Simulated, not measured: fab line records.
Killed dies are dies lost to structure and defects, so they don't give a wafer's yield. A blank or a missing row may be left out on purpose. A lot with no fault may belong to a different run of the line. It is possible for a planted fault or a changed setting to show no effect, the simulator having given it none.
8D (eight disciplines) problem report, filled in by code    flow berkeley cmos170    the parts of the form that need people (team, actions taken, sign-off) are left out

== 1. THE PROBLEM ==
Mean of run length s at UCB170_SPACER_ETCHBACK_03: 208.6 s across 2 wafers in 2 lots; on wafers with no fault it is 128.2 s (standard deviation 0.46). So: +99 or more standard deviations from the usual mean.
The step: etches SiO2 in CHF3/CF4/Ar, stops on Si, target depth 376 nm, time 100 s.
Seen first at day 10 22:16 on rie diel-03, wafer L291.1. The record holds 18 wafers of 6 lots with a number at this step. Rule for "out" (also "out of limits"): further than 4 standard deviations from the usual mean. The rest of the wafers with a number are treated as sound.

== 2. WHAT IT IS AND WHAT IT IS NOT ==
question                     is                            is not
which readings at this step  run length s, oes product au  drypump motor current A, throttle valve pct
which lots                   L291, L292                    L275, L277, L295, L298
which wafers of those lots   L291.1, L292.5                L291.2, L291.5, L292.3, L292.6
read on which tools          rie diel-03                   rie diel-01
when                         from day 10 22:16             up to then (8 sound wafers); but 8 sound wafers of L292, L295, L298 came after

== 3. WHAT RULES OUT EACH SUSPECT ==
Counting: if a tool at a process step up to the reading ran every lot that is out, it stays a suspect. Sound lots after the first of them don't rule it out here, since some wafers of a struck lot are sound.
- rie diel-03 at UCB170_SPACER_ETCHBACK_03 (etches SiO2 in CHF3/CF4/Ar, stops on Si, target depth 376 nm, time 100 s): kept. It processed each lot that is out (first: L291, day 10 22:16); up to then, its last sound lot is L277 (day 8 14:19). Out on those wafers are its own readings of oes product au, run length s.
- In rie diel-03 at UCB170_SPACER_ETCHBACK_03, the wafers that are out were processed in chamber 0 and their sound lot-mates in chambers 2, 3.
Left after counting: rie diel-03 at UCB170_SPACER_ETCHBACK_03.

== 4. THE CAUSE (what the simulator had put in) ==
rie diel-03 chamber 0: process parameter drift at UCB170_SPACER_ETCHBACK_03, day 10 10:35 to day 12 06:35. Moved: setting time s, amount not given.
Counting left only this tool.

== 5. SEQUENCE OF EFFECTS, ordered by route ==
One row per reading whose mean, taken over the struck wafers that have a number, lies over 3 standard deviations from the usual. Only readings for which the record gives a usual standard deviation are gone through. hours: the time from each lot's start at the first step in this table that gives one to its start at this step, as a median over the lots. sigmas: the change in usual standard deviations.
hours  step                       reading         usual       on struck wafers  change  sigmas
0      UCB170_SPACER_ETCHBACK_03  oes product au  0.901 a.u.  0.605             -0.296  -18
0      UCB170_SPACER_ETCHBACK_03  run length s    128.2 s     208.6             +80.4   +99 or more
Here are the process steps it includes:
- UCB170_SPACER_ETCHBACK_03: etches SiO2 in CHF3/CF4/Ar, stops on Si, target depth 376 nm, time 100 s.

== 6. HOW IT WOULD HAVE BEEN CAUGHT EARLIER ==
First out-of-limits reading in this record: day 10 22:16, which is 12 hours after fault onset at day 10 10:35.
